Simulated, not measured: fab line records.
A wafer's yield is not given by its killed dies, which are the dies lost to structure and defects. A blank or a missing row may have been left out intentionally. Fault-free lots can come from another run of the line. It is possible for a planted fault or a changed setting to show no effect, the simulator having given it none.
Which tool did it? + flow rit_cmos + Sampling: 11 lots, 33 wafers, 2 of 202 route steps

== WHAT EACH GAUGE READ, for each wafer ==
RIT_CONTACT_THK_MEAS_01.
| lot  | measured    | on            | CONTACT_TEOS_THK (nm) |
|------|-------------|---------------|-----------------------|
| L514 | day 3 04:50 | film_metro-02 | 396 399 400           |
| L515 | day 3 11:38 | film_metro-01 | 397 395 407           |
| L516 | day 3 14:16 | film_metro-02 | 389 388 398           |
| L517 | day 3 21:51 | film_metro-04 | 402 408 404           |
| L518 | day 4 03:25 | film_metro-01 | 401 404 406           |
| L519 | day 4 08:53 | film_metro-01 | 394 402 401           |
| L526 | day 6 05:20 | film_metro-02 | 408 399 397           |
| L530 | day 6 23:06 | film_metro-04 | 396 407 404           |
| L534 | day 7 10:29 | film_metro-02 | 394 396 397           |
| L536 | day 7 21:15 | film_metro-01 | 396 394 401           |
| L537 | day 7 23:52 | film_metro-02 | 401 399 406           |

== WHAT TOOL EACH LOT RAN ON (gives the tool, then ch and the chambers of the sampled wafers, and finally the start) ==
| lot  | RIT_ACTIVE_CLEAN_16            |
|------|--------------------------------|
| L514 | wet_bench-04 ch 0, day 1 15:26 |
| L515 | wet_bench-02 ch 0, day 1 21:35 |
| L516 | wet_bench-04 ch 0, day 2 01:26 |
| L517 | wet_bench-04 ch 2, day 2 06:26 |
| L518 | wet_bench-02 ch 3, day 2 14:11 |
| L519 | wet_bench-03 ch 2, day 2 16:35 |
| L526 | wet_bench-03 ch 1, day 4 03:19 |
| L530 | wet_bench-04 ch 0, day 5 01:31 |
| L534 | wet_bench-04 ch 0, day 5 19:34 |
| L536 | wet_bench-02 ch 2, day 6 06:11 |
| L537 | wet_bench-02 ch 1, day 6 11:31 |
- RIT_ACTIVE_CLEAN_16: cleans in dHF, time 30 s.

== THE ANSWER, worked out from the rows above alone ==
Rule: the lots themselves supply what counts as usual. Put in order of their means at a reading, lots are off if they are a third of the lots or fewer, leave a main group of 4 or more, and stand apart from it by a gap of 3 or more times the standard deviation of the main group's means; of several such gaps the widest counts. A main group is skipped when, at the precision printed for the reading in the tables above, its means are all equal. A lot without any number at a reading at which 4 lots or more have one is off too. Where the step has rows for the other lots, those lots are counted as sound.
No lot is off on any of the readings shown, so nothing can be concluded from this.

== WHAT HAD BEEN PUT IN BY THE SIMULATOR ==
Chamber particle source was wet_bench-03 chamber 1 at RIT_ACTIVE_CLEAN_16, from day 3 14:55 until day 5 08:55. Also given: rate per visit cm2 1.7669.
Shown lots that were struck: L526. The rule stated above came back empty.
